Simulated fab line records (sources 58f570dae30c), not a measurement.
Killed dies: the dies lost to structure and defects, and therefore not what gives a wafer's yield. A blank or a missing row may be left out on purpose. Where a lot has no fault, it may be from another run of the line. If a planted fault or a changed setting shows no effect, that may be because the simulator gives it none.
Which tool did it?    flow berkeleyCmos170    Sampling: 15 lots, 45 wafers, 6 of 331 route steps

== WHAT THE GAUGES READ, wafer by wafer ==
UCB170_CONTACT_THK_MEAS_02. Usual: for CONTACT_PSG_THK the level is 696 nm and the standard deviation is 5.6.
lot   measured      on            CONTACT_PSG_THK (nm)  flag
L150  day 6 04:42   filmMetro-01  695 697 696           
L151  day 6 19:13   filmMetro-04  696 692 693           
L153  day 7 07:55   filmMetro-03  703 698 708           
L155  day 7 08:32   filmMetro-01  690 693 693           
L156  day 7 08:32   filmMetro-03  709 703 703           
L157  day 7 20:28   filmMetro-03  704 691 698           
L159  day 8 18:14   filmMetro-01  691 695 688           
L160  day 9 01:08   filmMetro-03  688 688 687           
L164  day 9 19:49   filmMetro-03  699 700 701           
L167  day 10 08:10  filmMetro-03  699 701 697           
L168  day 10 18:55  filmMetro-03  700 703 695           
L169  day 11 06:02  filmMetro-01  690 694 693           
L170  day 11 06:02  filmMetro-04  693 693 697           
L171  day 11 10:56  filmMetro-04  692 695 693           
L173  day 11 14:06  filmMetro-04  690 690 688           

UCB170_V1_THK_MEAS_04. Usual: for V1_POLISHED_THK the level is 999.3 nm and the standard deviation is 1.3.
lot   measured      on            V1_POLISHED_THK (nm)  flag
L150  day 6 13:07   filmMetro-02  998.7 997.3 997.7     
L151  day 7 06:49   filmMetro-02  999.6 999.0 999.8     
L153  day 7 22:34   filmMetro-01  998.5 998.9 1001.5    
L155  day 7 22:32   filmMetro-04  998.3 996.7 997.2     
L156  day 7 22:50   filmMetro-04  997.9 997.7 997.6     
L157  day 8 06:23   filmMetro-02  1000.5 999.5 999.9    
L159  day 9 03:15   filmMetro-04  1000.2 998.7 998.5    
L160  day 9 10:55   filmMetro-04  1000.0 998.1 999.9    
L164  day 10 08:40  filmMetro-04  998.3 1000.2 1000.6   
L167  day 10 19:48  filmMetro-01  997.3 1000.2 1002.1   
L168  day 11 02:41  filmMetro-04  1000.1 1000.6 1000.6  
L169  day 11 15:50  filmMetro-01  999.7 997.7 998.0     
L170  day 11 15:32  filmMetro-04  997.3 998.6 998.1     
L171  day 11 21:59  filmMetro-01  999.9 999.9 1000.4    
L173  day 11 21:23  filmMetro-04  999.3 998.3 1001.4    

UCB170_M2_RS_MEAS_02: uses a four-point probe to measure. Usual: for M2_AL_RS the level is 0.0324 ohm/sq and the standard deviation is 0.00036.
lot   measured      on            M2_AL_RS (ohm/sq)     flag
L150  day 6 15:43   filmMetro-04  0.0326 0.0321 0.0328  
L151  day 7 08:51   filmMetro-04  0.0320 0.0317 0.0325  
L153  day 8 01:09   filmMetro-03  0.0325 0.0330 0.0326  
L155  day 8 01:18   filmMetro-02  0.0246 0.0248 0.0246  OFF
L156  day 8 01:34   filmMetro-02  0.0248 0.0253 0.0250  OFF
L157  day 8 08:22   filmMetro-04  0.0324 0.0327 0.0324  
L159  day 9 05:46   filmMetro-04  0.0327 0.0327 0.0334  
L160  day 9 13:13   filmMetro-04  0.0250 0.0251 0.0249  OFF
L164  day 10 11:04  filmMetro-03  0.0329 0.0320 0.0326  
L167  day 10 21:49  filmMetro-04  0.0325 0.0319 0.0327  
L168  day 11 06:32  filmMetro-04  0.0324 0.0325 0.0326  
L169  day 11 17:58  filmMetro-03  0.0319 0.0315 0.0322  
L170  day 11 17:31  filmMetro-03  0.0331 0.0320 0.0327  
L171  day 12 02:10  filmMetro-03  0.0324 0.0321 0.0320  
L173  day 11 23:23  filmMetro-04  0.0324 0.0322 0.0323  

UCB170_M2_THK_MEAS_03: measures by xrf. Usual: for M2_AL_THK the level is 885 nm and the standard deviation is 10.
lot   measured      on            M2_AL_THK (nm)  flag
L150  day 6 15:50   filmMetro-04  885 890 879     
L151  day 7 08:58   filmMetro-04  895 891 878     
L153  day 8 01:14   filmMetro-03  879 865 880     
L155  day 8 01:25   filmMetro-02  1167 1153 1162  OFF
L156  day 8 01:41   filmMetro-02  1156 1125 1137  OFF
L157  day 8 08:28   filmMetro-04  885 885 891     
L159  day 9 05:52   filmMetro-04  878 873 854     
L160  day 9 13:20   filmMetro-04  1143 1130 1146  OFF
L164  day 10 11:11  filmMetro-03  871 897 885     
L167  day 10 21:55  filmMetro-04  882 900 869     
L168  day 11 06:39  filmMetro-04  890 887 882     
L169  day 11 18:05  filmMetro-03  899 907 895     
L170  day 11 17:38  filmMetro-03  864 894 874     
L171  day 12 02:17  filmMetro-03  885 896 894     
L173  day 11 23:31  filmMetro-04  887 894 887     

== WHAT TOOL EACH LOT RAN ON (gives the tool, then ch and the chambers of the sampled wafers, and finally the start) ==
lot   UCB170_CONTACT_STRIP_19              UCB170_M2_SPUTTER_01
L150  plasmaAsher-02 ch 0,1, day 6 08:09   pvdSputter-01, day 6 15:38
L151  plasmaAsher-04 ch 0,1, day 6 21:38   pvdSputter-01, day 7 08:45
L153  plasmaAsher-04 ch 0,1, day 7 10:25   pvdSputter-04, day 8 01:01
L155  plasmaAsher-03 ch 0,1, day 7 10:53   pvdSputter-01, day 8 01:13
L156  plasmaAsher-04 ch 0,1, day 7 10:59   pvdSputter-01, day 8 01:29
L157  plasmaAsher-03 ch 0,1, day 7 22:31   pvdSputter-02, day 8 08:14
L159  plasmaAsher-04 ch 0,1, day 8 21:13   pvdSputter-04, day 9 05:38
L160  plasmaAsher-02 ch 0,1, day 9 03:55   pvdSputter-01, day 9 13:08
L164  plasmaAsher-04 ch 0,1, day 9 22:13   pvdSputter-04, day 10 10:59
L167  plasmaAsher-04 ch 0,1, day 10 10:28  pvdSputter-04, day 10 21:42
L168  plasmaAsher-04 ch 0,1, day 10 21:06  pvdSputter-02, day 11 06:26
L169  plasmaAsher-04 ch 0,1, day 11 09:05  pvdSputter-01, day 11 17:52
L170  plasmaAsher-03 ch 0,1, day 11 08:26  pvdSputter-04, day 11 17:25
L171  plasmaAsher-03 ch 0,1, day 11 13:25  pvdSputter-01, day 12 02:05
L173  plasmaAsher-04 ch 0,1, day 11 16:17  pvdSputter-01, day 11 23:18
- UCB170_CONTACT_STRIP_19: strips in O2.
- UCB170_M2_SPUTTER_01: material Al, target thk 900 nm, time 120 s.

== AS READ BY THE TOOLS THEMSELVES (means over the sampled wafers that have a number; for cases with no such wafer, the mark the record gives instead) ==
UCB170_CONTACT_STRIP_19. Usual: drypumpMotorCurrentA 5.58 A, standard deviation 0.26; oesProductAu 0.726 a.u., standard deviation 0.004.
lot   tool            drypumpMotorCurrentA (A)  oesProductAu (a.u.)  flag
L150  plasmaAsher-02  5.53                      0.729                
L151  plasmaAsher-04  5.50                      0.727                
L153  plasmaAsher-04  5.49                      0.725                
L155  plasmaAsher-03  5.62                      0.726                
L156  plasmaAsher-04  5.49                      0.722                
L157  plasmaAsher-03  5.52                      0.726                
L159  plasmaAsher-04  5.48                      0.723                
L160  plasmaAsher-02  5.53                      0.726                
L164  plasmaAsher-04  5.76                      0.725                
L167  plasmaAsher-04  5.48                      0.728                
L168  plasmaAsher-04  5.51                      0.724                
L169  plasmaAsher-04  5.50                      0.724                
L170  plasmaAsher-03  5.51                      0.728                
L171  plasmaAsher-03  5.53                      0.724                
L173  plasmaAsher-04  5.78                      0.728                

UCB170_M2_SPUTTER_01. Usual: cathodeDcPowerW 6000.0 W, standard deviation 1.2; throttleValvePct 29.7 %, standard deviation 0.6.
lot   tool           cathodeDcPowerW (W)  throttleValvePct (%)  flag
L150  pvdSputter-01  5999.8               29.8                  
L151  pvdSputter-01  6000.0               29.7                  
L153  pvdSputter-04  6000.0               29.9                  
L155  pvdSputter-01  5999.6               29.7                  
L156  pvdSputter-01  6000.5               29.4                  
L157  pvdSputter-02  5999.6               29.8                  
L159  pvdSputter-04  6000.4               29.5                  
L160  pvdSputter-01  6000.4               30.1                  
L164  pvdSputter-04  5998.9               30.0                  
L167  pvdSputter-04  5999.1               29.9                  
L168  pvdSputter-02  5999.8               29.8                  
L169  pvdSputter-01  5998.8               29.7                  
L170  pvdSputter-04  5999.9               29.4                  
L171  pvdSputter-01  6000.6               29.2                  
L173  pvdSputter-01  6000.8               29.9                  

== THE ANSWER, worked out from the rows above alone ==
Rule: a lot counts as off when the mean over its wafers that have a number is more than 3 standard deviations away from the usual mean. A lot without any number at a reading at which 4 lots or more have one is off too. The other lots that the step has rows for count as sound. The gauges are gone through in route order, then the tools' own readings, and for those a lot's mean is taken as printed above. At the first step where some lot is off, the reading lying furthest off is the one used; lots without a number count as furthest.
Off: L155, L156, L160, at UCB170_M2_RS_MEAS_02 (M2_AL_RS).
A tool fits if, at a process step before that reading, it ran every lot that is off, and no sound lot after the first of them. Gauges at UCB170_M2_RS_MEAS_02: tried the same way as those tools. Not one of the candidates tried fits.

== WHAT THE SIMULATOR HAD PUT IN ==
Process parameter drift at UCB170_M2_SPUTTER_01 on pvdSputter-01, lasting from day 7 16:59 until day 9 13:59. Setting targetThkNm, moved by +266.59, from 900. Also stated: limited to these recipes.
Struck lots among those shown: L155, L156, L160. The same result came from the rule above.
